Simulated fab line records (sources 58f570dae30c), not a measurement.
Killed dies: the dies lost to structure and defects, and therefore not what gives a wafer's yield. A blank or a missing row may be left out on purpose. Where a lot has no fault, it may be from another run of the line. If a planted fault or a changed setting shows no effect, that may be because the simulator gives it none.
fab line records + flow berkeley_cmos170
record:
- lots: 14
- wafers: 42
- last_day: 12
route steps=331 shown SILICIDE@214
lots with no fault: from the same line, run without faults
start_h: the number of hours between the record's first day and the start of the first shown wafer of the lot + wait_h: hours since the lot's step before + " the same as in the row above + L1.1+2: a single row standing in for several wafers + - either no value or no given start + * or withheld: withheld + < > ~ a bound
route shown NAME@n: names a module that has steps shown in the file, with the first one's number in the route + usual: the fault-free wafers' mean and standard deviation + same: alike in all rows + chamber/n: place in a boat + sites: per-site readings + _std_site: standard deviation across them + _edge_site: inner sites' mean taken away from outer sites' mean + radius_mm: for every site, how far away it sits from the centre of the wafer + mask NAME#n: copy n + behind: the most recent tool/chamber to have shaped the wafer + hold: reason for holding the lot/hours on hold/outcome of the hold + device: the transistor (n, p or np) that didn't switch + end of line: tests run on the same wafers once the route is complete + for a step that has no rows: nothing shown but its recipe + killed: the dies lost at the first sort to structure and to defects; this is not the yield of the wafer + map: shows each die of a wafer: x if killed, . if not, _ if none is there
set.NAME: setting as actually run; set.NAME@STEP: the setting as run at that earlier step + model.NAME: the simulator's own value behind a step, which no gauge read
the route's steps for a sample of lots (tables are steps, rows are wafers)
== steps ==
step: UCB170_SILICIDE_RTA_04
recipe:
- temp_c: 650
- time_s: 15
- ambient: N2
usual:
- anneal_temp_c_max: 652.6/0.56
- chamber_o2_ppm: 1.997/0.019
- lamp_power_pct: 10.0/1.2
- time_s: 15/0
- wafer_temp_C_max: 652.5/0.58
| lot.wafer | tool          | chamber | start_h | wait_h | anneal_temp_c_max | chamber_o2_ppm | lamp_power_pct | time_s | wafer_temp_C_max |
|-----------|---------------|---------|---------|--------|-------------------|----------------|----------------|--------|------------------|
| L926.2    | rtp_anneal-01 | 0       | 154.39  | 0.1    | 652.0             | 1.991          | 11.0           | 15     | 651.9            |
| L926.5    | "             | 0       | "       | "      | 652.0             | 2.016          | 11.0           | 15     | 652.7            |
| L926.6    | "             | 0       | "       | "      | 652.1             | 2.007          | 11.0           | 15     | 651.9            |
| L923.3    | rtp_anneal-02 | 0       | 156.09  | 0.1    | 653.0             | 1.999          | 8.7            | 15     | 653.1            |
| L923.4    | "             | 0       | "       | "      | 653.3             | 2.019          | 8.7            | 15     | 653.3            |
| L923.6    | "             | 0       | "       | "      | 652.3             | 2.033          | 8.7            | 15     | 653.7            |
| L925.2    | rtp_anneal-01 | 0       | 156.23  | 0.1    | 652.7             | 2.025          | 11.0           | 15     | 653.5            |
| L925.4    | "             | 0       | "       | "      | 651.9             | 1.993          | 11.0           | 15     | 651.9            |
| L925.6    | "             | 0       | "       | "      | 652.2             | 1.979          | 11.0           | 15     | 652.3            |
| L924.3    | rtp_anneal-02 | 0       | 156.48  | 0.1    | 652.1             | 1.994          | 8.7            | 15     | 653.0            |
| L924.5    | "             | 0       | "       | "      | 653.9             | 1.982          | 8.7            | 15     | 652.8            |
| L924.6    | "             | 0       | "       | "      | 652.0             | 1.995          | 8.7            | 15     | 654.0            |
| L927.1    | rtp_anneal-02 | 0       | 160.74  | 0.1    | 652.6             | 1.988          | 8.7            | 15     | 652.9            |
| L927.5    | "             | 0       | "       | "      | 653.4             | 1.984          | 8.7            | 15     | 652.2            |
| L927.6    | "             | 0       | "       | "      | 652.0             | 1.984          | 8.7            | 15     | 652.0            |
| L928.3    | rtp_anneal-01 | 0       | 160.88  | 0.1    | 653.1             | 1.997          | 11.0           | 15     | 653.2            |
| L928.4    | "             | 0       | "       | "      | 652.7             | 2.035          | 11.0           | 15     | 652.1            |
| L928.5    | "             | 0       | "       | "      | 652.5             | 2.010          | 11.0           | 15     | 653.0            |
| L930.1    | rtp_anneal-01 | 0       | 179.92  | 0.1    | 652.5             | 2.020          | 11.0           | 15     | 652.0            |
| L930.3    | "             | 0       | "       | "      | 652.1             | 1.995          | 11.0           | 15     | 651.8            |
| L930.5    | "             | 0       | "       | "      | 652.7             | 1.966          | 11.0           | 15     | 652.2            |
| L933.1    | rtp_anneal-02 | 0       | 197.57  | 0.1    | 652.7             | 1.975          | 8.7            | 15     | 653.1            |
| L933.3    | "             | 0       | "       | "      | 653.5             | 1.995          | 8.7            | 15     | 653.3            |
| L933.6    | "             | 0       | "       | "      | 653.2             | 2.011          | 8.7            | 15     | 652.6            |
| L934.1    | rtp_anneal-02 | 0       | 203.98  | 0.1    | 652.7             | 2.008          | 8.7            | 15     | 652.6            |
| L934.3    | "             | 0       | "       | "      | 653.2             | 2.012          | 8.7            | 15     | 652.2            |
| L934.6    | "             | 0       | "       | "      | 653.2             | 2.021          | 8.7            | 15     | 652.6            |
| L935.1    | rtp_anneal-01 | -       | 204.46  | 0.1    | -                 | -              | -              | -      | -                |
| L935.3    | "             | -       | "       | "      | -                 | -              | -              | -      | -                |
| L935.5    | "             | -       | "       | "      | -                 | -              | -              | -      | -                |
| L936.1    | rtp_anneal-01 | -       | 209.76  | 0.1    | -                 | -              | -              | -      | -                |
| L936.3    | "             | -       | "       | "      | -                 | -              | -              | -      | -                |
| L936.6    | "             | -       | "       | "      | -                 | -              | -              | -      | -                |
| L942.3    | rtp_anneal-02 | 0       | 249.14  | 0.1    | 652.9             | 2.016          | 8.7            | 15     | 651.9            |
| L942.5    | "             | 0       | "       | "      | 652.7             | 1.999          | 8.7            | 15     | 653.0            |
| L942.6    | "             | 0       | "       | "      | 653.0             | 2.003          | 8.7            | 15     | 652.1            |
| L945.1    | rtp_anneal-01 | 0       | 259.54  | 0.1    | 652.4             | 2.008          | 11.0           | 15     | 652.6            |
| L945.2    | "             | 0       | "       | "      | 652.1             | 1.975          | 11.0           | 15     | 652.0            |
| L945.4    | "             | 0       | "       | "      | 652.1             | 1.992          | 11.0           | 15     | 653.1            |
| L946.1    | rtp_anneal-02 | 0       | 259.87  | 0.1    | 653.3             | 2.018          | 8.7            | 15     | 653.6            |
| L946.2    | "             | 0       | "       | "      | 653.3             | 2.007          | 8.7            | 15     | 652.3            |
| L946.3    | "             | 0       | "       | "      | 653.5             | 2.010          | 8.7            | 15     | 653.7            |
== key ==
first_sign:
- step: UCB170_SILICIDE_RTA_04
- reading: tool_record
- direction: missing
effect none on later readings
met_at UCB170_SILICIDE_RTA_04
struck_lots L935,L936
later_rows_left_out L935.1,L935.3,L935.5,L936.1,L936.3,L936.6
sort_left_out L935.1,L935.3,L935.5,L936.1,L936.3,L936.6
tester_left_out L935,L936
onset_between 179.92 204.46
fault:
- kind: skipped_step_whole
- tool: rtp_anneal-01
- chamber: -
- onset_h: 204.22
- steps: UCB170_SILICIDE_RTA_04
- scope: struck_lots_only
tester_left_out: of these lots the tester's yield and bins aren't shown, on N5 and GAA mostly nor the transistor test; their killed dies are dies lost to structure and defects alone, not to doping, threshold or leakage, so they don't give the yield
sort_left_out: the simulated sort isn't trusted on such a fault, so these wafers' sort isn't shown, and their yield isn't known
later_rows_left_out: the simulator's readings of these wafers behind a module that went badly wrong aren't trusted and aren't shown, but for the sort
